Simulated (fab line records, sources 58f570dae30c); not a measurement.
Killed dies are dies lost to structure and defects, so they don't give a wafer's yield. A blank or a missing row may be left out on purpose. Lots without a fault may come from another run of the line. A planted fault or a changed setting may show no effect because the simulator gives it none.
One fault seen from 2 desks | flow berkeley_cmos170 | each desk has only its own numbers; what lay behind them comes last

THE TOOL OWNER'S DESK: furnace-02
The tool's own readings at UCB170_ACTIVE_ANNEAL_04 (time 900 s): means of the sampled wafers that have a number, for each lot that ran on this tool. A lot is out of limits, marked OUT, if its mean lies more than 4 standard deviations from the usual mean; the brackets give that distance.
Columns: A = spike_tc_centre_C at UCB170_ACTIVE_ANNEAL_04, usual 1002.6 C
lot  | first seen here | A
L179 | day 6 08:37     | 1003.0
L180 | day 6 23:15     | 1002.3
L182 | day 6 23:15     | 1003.7
L183 | day 6 23:15     | 1002.3
This desk's finding: nothing out of limits on any of the 4 lots.

THE METROLOGY DESK
What the gauges read, lot by lot, whatever tool the lot ran on: means of the sampled wafers that have a number. A lot is out of limits, marked OUT, if its mean lies more than 4 standard deviations from the usual mean; the brackets give that distance. Of its 9 readings 7 are shown: those that lie furthest out on some lot.
Columns: A = WELLDRIVE_OXIDE_THK at UCB170_WELLDRIVE_THK_MEAS_02, usual 197 nm; B = ACTIVE_OXIDE_THK at UCB170_ACTIVE_THK_MEAS_03, usual 26.1 nm; C = cd_nm at UCB170_ACTIVE_CD_MEAS_13, usual 1199.9 nm; D = cd_nm at UCB170_ACTIVE_CD_MEAS_90, usual 1199.9 nm; E = PFIELD_OVL at UCB170_PFIELD_OVL_MEAS_06, usual 0 nm; F = PFIELD_TW at UCB170_PFIELD_TW_MEAS_09, usual 599; G = FIELD_OXIDE_THK at UCB170_FIELD_THK_MEAS_02, usual 559 nm
lot  | first seen here | A   | B    | C      | D      | E  | F   | G
L171 | day 4 04:56     | 204 | 25.7 | 1200.3 | 1200.2 | 1  | 605 | 548
L179 | day 5 20:53     | 195 | 25.8 | 1200.2 | 1200.0 | 5  | 596 | 563
L177 | day 6 05:22     | 198 | 26.7 | 1199.8 | 1199.7 | 4  | 599 | 554
L180 | day 6 09:00     | 194 | 26.2 | 1201.7 | 1201.8 | -2 | 591 | 560
L183 | day 6 13:50     | 202 | 26.2 | 1200.0 | 1200.0 | 0  | 592 | 567
L182 | day 6 13:54     | 192 | 25.7 | 1199.5 | 1199.7 | 6  | 601 | 551
L185 | day 6 20:58     | 202 | 24.8 | 1198.9 | 1198.7 | 5  | 592 | 558
This desk's finding: nothing out of limits on any of the 7 lots.

PUT TOGETHER
The tool owner's desk saw nothing out of limits.
The metrology desk saw nothing out of limits.

WHAT THE SIMULATOR HAD PUT IN
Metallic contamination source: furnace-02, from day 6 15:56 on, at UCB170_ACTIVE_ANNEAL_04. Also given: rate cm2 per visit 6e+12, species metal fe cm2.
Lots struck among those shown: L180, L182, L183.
